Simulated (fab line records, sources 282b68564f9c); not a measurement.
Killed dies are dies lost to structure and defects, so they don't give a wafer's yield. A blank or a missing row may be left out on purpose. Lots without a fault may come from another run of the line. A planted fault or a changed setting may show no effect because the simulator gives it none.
fab line records | flow rit_cmos
record lots=7 wafers=21 last_day=7
route steps=202 shown NLDD@105 PLDD@114 M1@202
lots that met no fault: from a run of the same line without faults
start_h: hours from the record's first day to the start of the lot's first wafer shown | wait_h: hours since the lot's step before | " the same as in the row above | L1.1+2: a row that stands for several wafers | - no value, or no start given | * or withheld: withheld | < > ~ a bound
route shown NAME@n: a module of which the file shows steps, and the number in the route of the first | usual: mean/standard deviation of fault-free wafers | same: alike in all rows | chamber/n: place in a boat | sites: the reading at each site | _std_site: their standard deviation | _edge_site: outer sites' mean less inner sites' | radius_mm: how far each site lies from the wafer's centre | mask NAME#n: copy n | behind: the tool/chamber that last shaped the wafer | hold: why the lot was held/for how many hours/how that ended | device: the transistor (n, p or np) that didn't switch | end of line: the same wafers' tests at the end of the route | a step without rows: its recipe alone | killed: dies lost to structure and defects at the first sort, not the wafer's yield | map: a wafer's dies, x killed, . not, _ none there
set.NAME: the setting as run; set.NAME@STEP: as run at that earlier step | model.NAME: the simulator's own value behind a step, which no gauge read
lots at some steps of the route; a table a step, a row a wafer
services: from which hour (start_h, from the record's first day; less than 0 if before it) a tool's chamber was out of use, for how many hours, and why
## steps
# step RIT_NLDD_SOFTBAKE_02
# recipe resist=NOVOLAK temp_c=90 time_s=60
# step RIT_NLDD_EXPOSE_03
# recipe mask_id=M7 na=0.57 target_cd_nm=40700 dose_mj=250
# step RIT_NLDD_PEB_04
# recipe resist=NOVOLAK temp_c=withheld time_s=withheld
# step RIT_NLDD_DEVELOP_05
# recipe resist=NOVOLAK develop_time_s=50 dev_temp_c=23
# step RIT_NLDD_OVL_MEAS_06
# usual NLDD_OVL=0.7/1.3
# columns lot.wafer tool chamber start_h wait_h NLDD_OVL[nm]
L721.1 overlay-01 - 53.31 - 2.1
L721.3 " - " " 1.7
L721.4 " - " " 1.5
L720.2 overlay-02 - 53.60 - 2.2
L720.3 " - " " 2.6
L720.5 " - " " -0.2
L726.2 overlay-02 - 81.34 - 0.5
L726.3 " - " " 0.2
L726.5 " - " " 0.2
L728.3 overlay-01 - 91.57 - -0.2
L728.5 " - " " 1.2
L728.6 " - " " 1.4
L733.1 overlay-01 - 114.71 - 0.9
L733.3 " - " " 3.1
L733.4 " - " " -1.6
L735.1 overlay-01 - 122.97 - 1.7
L735.3 " - " " 0.6
L735.6 " - " " 1.0
L739.1 overlay-02 - 143.82 - -1.2
L739.4 " - " " 0.6
L739.6 " - " " -1.1
# step RIT_NLDD_HARDBAKE_07
# recipe resist=NOVOLAK temp_c=140 time_s=60
# step RIT_NLDD_IMPLANT_08
# recipe species=P energy_kev=20 dose_cm2=5e+14 tilt_deg=7
# step RIT_NLDD_STRIP_09
# recipe chemistry=O2 time_s=180 resist=NOVOLAK platen_temp_c=withheld power_w=500 pressure_mtorr=4000 o2_flow_sccm=4000
# usual drypump_motor_current_A=5.8/0.36
# columns lot.wafer tool chamber start_h wait_h drypump_motor_current_A rf_hours_counter_h
L721.1 plasma_asher-02 0 53.71 0.1 5.3 39
L721.3 " 1 " " 6.0 -
L721.4 " 0 " " 5.3 -
L720.2 plasma_asher-04 1 53.93 0.1 5.7 42
L720.3 " 1 " " 5.7 -
L720.5 " 0 " " 6.3 -
L726.2 plasma_asher-01 1 81.67 0.1 5.4 29
L726.3 " 1 " " 5.4 -
L726.5 " 1 " " 5.3 -
L728.3 plasma_asher-02 1 92.10 0.1 6.0 -
L728.5 " 1 " " 6.0 -
L728.6 " 0 " " 5.3 -
L733.1 plasma_asher-01 1 115.04 0.1 5.4 32
L733.3 " 0 " " 5.7 -
L733.4 " 1 " " 5.4 -
L735.1 plasma_asher-04 0 123.31 0.1 6.3 50
L735.3 " 0 " " 6.3 -
L735.6 " 1 " " 5.7 -
L739.1 plasma_asher-02 0 144.16 0.1 5.3 3
L739.4 " 1 " " 6.1 -
L739.6 " 1 " " 6.1 -
# step RIT_NLDD_TW_MEAS_10
# usual NLDD_TW=2497/29
# columns lot.wafer tool chamber start_h wait_h NLDD_TW
L721.1 film_metro-03 - 53.89 0.1 2487
L721.3 " - " " 2479
L721.4 " - " " 2466
L720.2 film_metro-02 - 54.12 0.1 2500
L720.3 " - " " 2498
L720.5 " - " " 2511
L726.2 film_metro-02 - 81.85 0.1 2501
L726.3 " - " " 2499
L726.5 " - " " 2522
L728.3 film_metro-02 - 92.24 0.1 2502
L728.5 " - " " 2509
L728.6 " - " " 2501
L733.1 film_metro-02 - 115.22 0.1 2500
L733.3 " - " " 2512
L733.4 " - " " 2500
L735.1 film_metro-03 - 123.48 0.1 2483
L735.3 " - " " 2478
L735.6 " - " " 2475
L739.1 film_metro-01 - 144.34 0.1 2553
L739.4 " - " " 2525
L739.6 " - " " 2541
# step RIT_PLDD_HMDS_00
# recipe prime_time_s=60 prime_temp_c=140
# step RIT_PLDD_COAT_01
# recipe resist=NOVOLAK spin_rpm=3250 resist_thk_nm=1000
# step RIT_PLDD_SOFTBAKE_02
# recipe resist=NOVOLAK temp_c=90 time_s=60
# step RIT_PLDD_EXPOSE_03
# recipe mask_id=M8 na=0.57 target_cd_nm=40900 dose_mj=250
# columns lot.wafer tool chamber start_h wait_h mask model.PLDD.overlay_x_nm
L721.1+3+4 iline_stepper-01 0 54.56 0.1 M8#0 1.327
L720.2+3+5 iline_stepper-02 0 54.87 0.3 M8#0 0.08311
L726.2+3+5 iline_stepper-02 0 82.50 0.2 M8#0 -0.8772
L728.3+5+6 iline_stepper-01 0 92.77 0.1 M8#0 -0.9357
L733.1+3+4 iline_stepper-01 0 115.85 0.2 M8#0 239.9
L735.1+3+6 iline_stepper-01 0 124.12 0.2 M8#0 241.2
L739.1+4+6 iline_stepper-01 0 144.97 0.2 M8#0 239.7
# step RIT_PLDD_PEB_04
# recipe resist=NOVOLAK temp_c=withheld time_s=withheld
# step RIT_PLDD_DEVELOP_05
# recipe resist=NOVOLAK develop_time_s=50 dev_temp_c=23
# step RIT_PLDD_OVL_MEAS_06
# usual PLDD_OVL=-0.6/1.8
# columns lot.wafer tool chamber start_h wait_h PLDD_OVL[nm]
L721.1 overlay-02 - 54.96 - 2.8
L721.3 " - " " 1.2
L721.4 " - " " 0.3
L720.2 overlay-02 - 55.26 - 1.2
L720.3 " - " " -1.0
L720.5 " - " " -0.9
L726.2 overlay-02 - 82.88 - -0.1
L726.3 " - " " -1.5
L726.5 " - " " -2.1
L728.3 overlay-01 - 93.14 - -3.0
L728.5 " - " " -3.2
L728.6 " - " " -2.0
L733.1 overlay-02 - 116.25 - 238.7
L733.3 " - " " 240.2
L733.4 " - " " 237.8
L735.1 overlay-02 - 124.52 - 238.6
L735.3 " - " " 239.6
L735.6 " - " " 239.5
L739.1 overlay-02 - 145.37 - 236.1
L739.4 " - " " 238.8
L739.6 " - " " 238.3
# step RIT_PLDD_HARDBAKE_07
# recipe resist=NOVOLAK temp_c=140 time_s=60
# step RIT_M1_PROBE_99
# usual killed_at_contacts=0.1/0.31 killed_at_front_end=6.3/2.7 killed_dies=6.4/2.7 killed_open=3.3/2 killed_short=3/1.8
# same gross_dies=264 killed_at_M0_to_M3=0 killed_at_M4_up=0 killed_at_back_side=0 killed_at_other=0
# columns lot.wafer tool chamber start_h wait_h killed_at_contacts killed_at_front_end killed_dies killed_open killed_short model.etest.pldd.width_nm
L721.1 prober-02 - 69.33 0.1 0 5 5 2 3 3189
L721.3 prober-02 - 69.43 0.2 0 6 6 2 4 3177
L721.4 prober-02 - 69.48 0.2 0 6 6 4 2 3179
L720.2 prober-01 - 70.88 0.1 0 4 4 4 0 3198
L720.3 prober-01 - 70.93 0.2 0 6 6 2 4 3170
L720.5 prober-01 - 71.03 0.2 1 2 3 2 1 3177
L726.2 prober-02 - 98.04 0.1 0 6 6 2 4 3196
L726.3 prober-02 - 98.09 0.2 0 4 4 1 3 3171
L726.5 prober-02 - 98.19 0.2 0 10 10 3 7 3194
L728.3 prober-02 - 107.47 0.2 0 4 4 2 2 3174
L728.5 prober-02 - 107.57 0.2 1 3 4 3 1 3183
L728.6 prober-02 - 107.62 0.2 0 6 6 4 2 3174
L733.1 prober-02 - 130.12 0.1 0 5 5 3 2 3023
L733.3 prober-02 - 130.22 0.2 0 5 5 2 3 3021
L733.4 prober-02 - 130.27 0.2 0 6 6 4 2 3018
L735.1 prober-02 - 139.75 0.1 0 6 6 4 2 3029
L735.3 prober-02 - 139.85 0.2 0 9 9 6 3 3039
L735.6 prober-02 - 140.00 0.2 0 7 7 4 3 3017
L739.1 prober-02 - 159.73 0.1 0 1 1 1 0 3031
L739.4 prober-02 - 159.88 0.2 0 7 7 3 4 3022
L739.6 prober-02 - 159.98 0.2 0 6 6 2 4 3021
# killed by level:class
L721.1 REOX:geometric_particle:short=2 GATE:geometric_particle:open=1 GATE:geometric_particle:short=1 SPACER:geometric_particle:open=1
L721.3 GATE:geometric_particle:short=4 FOX2:geometric_particle:open=1 GATE:geometric_particle:open=1
L721.4 REOX:geometric_particle:open=2 FOX1:geometric_particle:open=1 FOX2:geometric_particle:open=1 FOX2:geometric_particle:short=1 REOX:geometric_particle:short=1
L720.2 FOX1:geometric_particle:open=2 GATE:geometric_particle:open=1 SPACER:geometric_particle:open=1
L720.3 SPACER:geometric_particle:short=2 SILICIDE:geometric_particle:short=2 GATE:geometric_particle:open=1 SPACER:geometric_particle:open=1
L720.5 GATE:geometric_particle:open=1 SILICIDE:geometric_particle:open=1 CONTACT:geometric_particle:short=1
L726.2 GATE:geometric_particle:short=2 REOX:geometric_particle:open=2 REOX:geometric_particle:short=1 SPACER:geometric_particle:short=1
L726.3 FOX1:geometric_particle:short=1 GATE:geometric_particle:short=1 GATE:geometric_particle:open=1 SILICIDE:geometric_particle:short=1
L726.5 GATE:geometric_particle:short=3 GATE:geometric_particle:open=2 REOX:geometric_particle:short=2 FOX1:geometric_particle:short=1 REOX:geometric_particle:open=1 SILICIDE:geometric_particle:short=1
L728.3 GATE:geometric_particle:open=2 GATE:geometric_particle:short=1 SILICIDE:geometric_particle:short=1
L728.5 FOX2:geometric_particle:open=1 GATE:geometric_particle:open=1 SPACER:geometric_particle:open=1 CONTACT:geometric_particle:short=1
L728.6 GATE:geometric_particle:open=3 GATE:geometric_particle:short=1 REOX:geometric_particle:open=1 SILICIDE:geometric_particle:short=1
L733.1 FOX1:geometric_particle:open=1 FOX2:geometric_particle:short=1 GATE:geometric_particle:open=1 REOX:geometric_particle:open=1 SPACER:geometric_particle:short=1
L733.3 FOX1:geometric_particle:short=1 GATE:geometric_particle:short=1 GATE:geometric_particle:open=1 REOX:geometric_particle:open=1 SILICIDE:geometric_particle:short=1
L733.4 GATE:geometric_particle:open=2 FOX1:geometric_particle:open=1 FOX2:geometric_particle:open=1 FOX2:geometric_particle:short=1 REOX:geometric_particle:short=1
L735.1 FOX2:geometric_particle:open=1 GATE:geometric_particle:short=1 GATE:geometric_particle:open=1 SPACER:geometric_particle:open=1 SPACER:geometric_particle:short=1 SILICIDE:geometric_particle:open=1
L735.3 GATE:geometric_particle:short=3 FOX1:geometric_particle:open=2 GATE:geometric_particle:open=2 SPACER:geometric_particle:open=1 SILICIDE:geometric_particle:open=1
L735.6 FOX1:geometric_particle:open=2 GATE:geometric_particle:open=2 FOX2:geometric_particle:short=1 GATE:geometric_particle:short=1 SILICIDE:geometric_particle:short=1
L739.1 GATE:geometric_particle:open=1
L739.4 GATE:geometric_particle:short=2 FOX1:geometric_particle:open=1 REOX:geometric_particle:short=1 SPACER:geometric_particle:open=1 SPACER:geometric_particle:short=1 SILICIDE:geometric_particle:open=1
L739.6 SPACER:geometric_particle:short=2 FOX2:geometric_particle:short=1 GATE:geometric_particle:open=1 REOX:geometric_particle:open=1 REOX:geometric_particle:short=1
## services
# columns tool chamber start_h hours kind
plasma_asher-04 - 68.49 0.4 repair
iline_stepper-01 - 81.64 1.3 repair
iline_stepper-02 - 103.32 1.7 pm
plasma_asher-02 - 108.75 9.0 pm
plasma_asher-02 0 108.75 9.0 vent_cycle
plasma_asher-02 1 108.75 9.0 vent_cycle
plasma_asher-02 0 117.75 - clean
plasma_asher-02 1 117.75 - clean
plasma_asher-04 - 144.55 14.6 pm
## key
first_sign step=RIT_PLDD_OVL_MEAS_06 reading=PLDD_OVL direction=up sigmas=99+ usual=-0.6 struck=238.6
effect none on later readings
model_effect step=RIT_PLDD_EXPOSE_03 value=PLDD.overlay_x_nm without=0.2844 struck=240.3
model_effect step=RIT_M1_PROBE_99 value=etest.pldd.width_nm without=3184 struck=3025
met_at RIT_PLDD_EXPOSE_03
struck_wafers L733.1,L733.3,L733.4,L735.1,L735.3,L735.6,L739.1,L739.4,L739.6
tester_left_out L733,L735,L739
onset_between 92.77 115.85
also_fits time
fault kind=scanner_matching_overlay tool=iline_stepper-01 chamber=- onset_h=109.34 steps=RIT_PLDD_EXPOSE_03 offset=240
# tester_left_out: of these lots the tester's yield and bins aren't shown, on N5 and GAA mostly nor the transistor test; their killed dies are dies lost to structure and defects alone, not to doping, threshold or leakage, so they don't give the yield
